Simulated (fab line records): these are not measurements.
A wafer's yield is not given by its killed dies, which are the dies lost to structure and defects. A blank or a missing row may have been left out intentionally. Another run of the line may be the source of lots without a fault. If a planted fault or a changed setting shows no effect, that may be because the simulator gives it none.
One fault seen from 2 desks + flow ritCmos + every desk sees just its own numbers, and what lay behind them comes last

## METROLOGY DESK
What the gauges read, lot by lot, whatever tool the lot ran on: means of the sampled wafers that have a number. A lot is out of limits, marked OUT, if its mean lies more than 4 standard deviations from the usual mean; the brackets give that distance.
Columns: A = SPACER_NITRIDE_THK at RIT_SPACER_THK_MEAS_04, usual 251.7 nm
| lot  | first seen here | A               |
|------|-----------------|-----------------|
| L590 | day 3 04:05     | 251.9           |
| L591 | day 3 14:40     | 250.0           |
| L593 | day 3 23:25     | 251.5           |
| L594 | day 4 01:35     | 250.1           |
| L595 | day 4 06:06     | 249.5           |
| L596 | day 4 15:25     | 256.8           |
| L597 | day 4 20:22     | 253.2           |
| L598 | day 5 01:19     | 254.2           |
| L599 | day 5 07:00     | 252.3           |
| L603 | day 5 23:29     | 254.5           |
| L606 | day 6 13:50     | 282.6 (+12) OUT |
| L607 | day 6 20:32     | 279.6 (+11) OUT |
| L608 | day 7 01:05     | 250.0           |
| L610 | day 7 13:32     | 251.2           |
Finding of this desk: L606, L607 out of limits, first seen on L606 at day 6 13:50 (SPACER_NITRIDE_THK at RIT_SPACER_THK_MEAS_04). Within limits: L590, L591, L593, L594, L595, L596, L597, L598, L599, L603, L608, L610.

## AT THE TOOL OWNER'S DESK: lpcvd-01
The tool's own readings at RIT_SPACER_CVD_03 (deposits Si3N4 from SiH2Cl2/NH3, target thk 250 nm, time 3300 s): means of the sampled wafers that have a number, for each lot that ran on this tool. A lot is out of limits, marked OUT, if its mean lies more than 4 standard deviations from the usual mean; the brackets give that distance.
Columns: A = nh3FlowSccm at RIT_SPACER_CVD_03, usual 149.9 sccm; B = pressureMtorr at RIT_SPACER_CVD_03, usual 299.8 mTorr
| lot  | first seen here | A     | B     |
|------|-----------------|-------|-------|
| L590 | day 3 02:10     | 149.6 | 299.4 |
| L591 | day 3 12:46     | 149.9 | 299.5 |
| L593 | day 3 21:28     | 150.3 | 299.8 |
| L595 | day 4 04:10     | 149.4 | 299.8 |
| L596 | day 4 13:29     | 149.7 | 299.7 |
| L597 | day 4 18:26     | 150.3 | 299.9 |
| L598 | day 4 23:23     | 149.4 | 299.7 |
| L599 | day 5 05:03     | 149.7 | 299.4 |
| L606 | day 6 11:55     | 149.4 | 300.0 |
| L607 | day 6 18:37     | 149.6 | 300.1 |
This desk found nothing out of limits on any of the 10 lots.

## BROUGHT TOGETHER
On L606, L607, the metrology desk was in a position to raise an alarm at day 6 13:50.
The desk of the tool owner found nothing out of limits.
The tool owner's desk has L606, L607 on record, within its limits.
Of the lots named, all ran RIT_SPACER_CVD_03 on lpcvd-01.

## WHAT THE SIMULATOR PUT IN
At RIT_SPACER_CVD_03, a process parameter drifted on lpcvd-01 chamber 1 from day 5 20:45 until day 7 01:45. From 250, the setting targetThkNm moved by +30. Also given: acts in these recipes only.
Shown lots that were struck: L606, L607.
Hours from the fault's start to each desk's first reading out of limits: the metrology desk, 17.
